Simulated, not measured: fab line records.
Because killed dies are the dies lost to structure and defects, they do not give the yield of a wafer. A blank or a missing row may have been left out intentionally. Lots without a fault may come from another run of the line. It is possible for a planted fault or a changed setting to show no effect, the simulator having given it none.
The tool behind it: which one?	flow berkeley cmos170	15 lots, 45 wafers sampled, at 4 steps of a route of 331

## WHAT THE GAUGES SHOWED, per wafer
UCB170_M1_THK_MEAS_02: measures by xrf. Usual: M1_AL_THK typically reads 602 nm, with standard deviation 7.6.
lot	measured	on	M1_AL_THK (nm)	flag
L706	day 8 20:05	film metro-03	610 608 609	
L707	day 8 20:21	film metro-04	601 587 607	
L711	day 9 17:59	film metro-03	599 600 599	
L713	day 10 06:49	film metro-02	600 597 597	
L718	day 11 07:16	film metro-02	593 607 597	
L719	day 11 14:49	film metro-04	600 603 599	
L720	day 11 14:49	film metro-02	590 587 591	
L722	day 12 18:49	film metro-02	602 604 610	
L725	day 12 14:44	film metro-04	607 615 600	
L724	day 12 19:02	film metro-02	595 595 588	
L727	day 12 18:33	film metro-02	591 581 582	
L728	day 12 19:46	film metro-02	605 601 598	

UCB170_M2_CD_MEAS_15 targets a cd of 700 nm. Usual: cd nm at 699.7 nm, with a standard deviation of 1.3.
lot	measured	on	cd nm (nm)	flag
L706	day 9 09:59	cd sem-01	697.7 696.5 698.8	
L707	day 9 10:04	cd sem-02	699.0 699.4 699.5	
L711	day 10 04:11	cd sem-01	699.0 698.7 699.1	
L713	day 10 13:56	cd sem-01	697.6 697.3 698.7	
L718	day 11 18:12	cd sem-02	702.1 701.8 702.1	
L719	day 12 00:27	cd sem-02	702.1 700.4 701.4	
L720	day 11 22:58	cd sem-01	700.6 699.1 698.0	
L722	day 13 04:51	cd sem-02	701.2 701.7 701.2	
L725	day 12 22:55	cd sem-01	700.0 699.8 700.3	
L724	day 13 10:10	cd sem-02	698.8 699.1 699.2	
L727	day 13 04:34	cd sem-02	702.6 701.3 701.7	
L728	day 13 10:00	cd sem-01	700.3 699.5 698.9	

## WHICH TOOL RAN EACH LOT (tool, then ch and the chambers of the sampled wafers, then the start)
lot	UCB170_ACTIVE_EXPOSE_10	UCB170_SPACER_ETCHBACK_03
L706	krf scanner-02 ch 0, day 5 05:20	rie diel-03 ch 0,1,3, day 8 10:12
L707	krf scanner-02 ch 0, day 5 05:31	rie diel-02 ch 0,1,3, day 8 10:12
L709	krf scanner-02, day 5 17:43	-
L710	krf scanner-02, day 5 17:49	-
L712	krf scanner-02, day 6 01:54	-
L711	krf scanner-01 ch 0, day 6 02:05	rie diel-01 ch 0,1,2, day 9 02:50
L713	krf scanner-02 ch 0, day 6 13:07	rie diel-03 ch 0,1,2, day 9 17:52
L718	krf scanner-01 ch 0, day 7 11:40	rie diel-02 ch 0,1,2, day 10 13:13
L719	krf scanner-01 ch 0, day 8 14:00	rie diel-03 ch 0,1,3, day 10 23:09
L720	krf scanner-01 ch 0, day 8 14:16	rie diel-01 ch 0,1,2, day 10 23:09
L722	krf scanner-02 ch 0, day 9 04:31	rie diel-02 ch 2,3, day 12 00:19
L725	krf scanner-02 ch 0, day 9 05:04	rie diel-03 ch 1,2, day 12 00:19
L724	krf scanner-02 ch 0, day 9 05:11	rie diel-01 ch 1,2,3, day 12 00:19
L727	krf scanner-01 ch 0, day 9 11:50	rie diel-03 ch 1,3, day 12 00:23
L728	krf scanner-01 ch 0, day 9 12:15	rie diel-02 ch 1,3, day 12 07:03
- UCB170_ACTIVE_EXPOSE_10: exposes mask ACTIVE, target cd 1200 nm.
- UCB170_SPACER_ETCHBACK_03: etches SiO2 in CHF3/CF4/Ar, stops on Si, target depth 376 nm, time 100 s.

## AS READ BY THE TOOLS THEMSELVES (means over the sampled wafers that have a number; for cases with no such wafer, the mark the record gives instead)
UCB170_ACTIVE_EXPOSE_10. Usual: exposure dose mJ cm2 19.997, standard deviation 0.019; focus offset nm 0.0 nm, standard deviation 0.55.
lot	tool	exposure dose mJ cm2	focus offset nm (nm)	flag
L706	krf scanner-02	19.987	-0.0	
L707	krf scanner-02	19.996	0.2	
L709	krf scanner-02	-	-	OFF
L710	krf scanner-02	-	-	OFF
L712	krf scanner-02	-	-	OFF
L711	krf scanner-01	20.017	0.1	
L713	krf scanner-02	20.001	-0.1	
L718	krf scanner-01	20.003	-0.5	
L719	krf scanner-01	19.985	0.1	
L720	krf scanner-01	19.999	-0.1	
L722	krf scanner-02	19.985	1.0	
L725	krf scanner-02	20.017	0.8	
L724	krf scanner-02	20.000	-0.3	
L727	krf scanner-01	20.014	0.1	
L728	krf scanner-01	20.000	0.0	

UCB170_SPACER_ETCHBACK_03. Usual: CHF3_flow_sccm 49.99 sccm, standard deviation 0.13; drypump motor current A 5.6 A, standard deviation 0.5; oes product au 0.900 a.u., standard deviation 0.019; rf fwd power W 497.0 W, standard deviation 1.6; throttle valve pct 6.47 %, standard deviation 0.12.
lot	tool	CHF3_flow_sccm (sccm)	drypump motor current A (A)	oes product au (a.u.)	rf fwd power W (W)	throttle valve pct (%)	flag
L706	rie diel-03	49.88	5.9	0.898	496.8	6.45	
L707	rie diel-02	49.97	5.4	0.893	497.9	6.48	
L711	rie diel-01	49.95	5.5	0.896	497.5	6.39	
L713	rie diel-03	50.17	5.5	0.911	497.1	6.52	
L718	rie diel-02	49.98	5.3	0.906	497.5	6.51	
L719	rie diel-03	50.05	5.9	0.907	497.7	6.46	
L720	rie diel-01	49.89	5.5	0.900	498.4	6.38	
L722	rie diel-02	49.99	5.5	0.892	495.5	6.29	
L725	rie diel-03	49.88	5.2	0.921	495.8	6.49	
L724	rie diel-01	50.13	5.6	0.878	498.7	6.45	
L727	rie diel-03	49.82	5.6	0.928	495.6	6.42	
L728	rie diel-02	50.01	5.6	0.903	499.2	6.50	

## THE ANSWER, worked out from the rows above alone
Rule: lot off if the mean of its wafers having a number is beyond 3 standard deviations from the usual mean. A lot without any number at a reading at which 4 lots or more have one is off too. Where the step has rows for the other lots, those lots are counted as sound. After the gauges, taken in route order, come the tools' own readings; for these a lot's mean is taken, as printed above. The first step at which some lot is off is used, and at that step the reading that is off furthest; a lot without a number counts as furthest.
Off, at UCB170_ACTIVE_EXPOSE_10 on exposure dose mJ cm2: L709, L710, L712. Without a number there: L709, L710, L712.
A tool fits if, at that step or a process step before it, it ran every lot that is off, and no sound lot after the first of them. None of those tried fits.

## WHAT THE SIMULATOR PUT IN
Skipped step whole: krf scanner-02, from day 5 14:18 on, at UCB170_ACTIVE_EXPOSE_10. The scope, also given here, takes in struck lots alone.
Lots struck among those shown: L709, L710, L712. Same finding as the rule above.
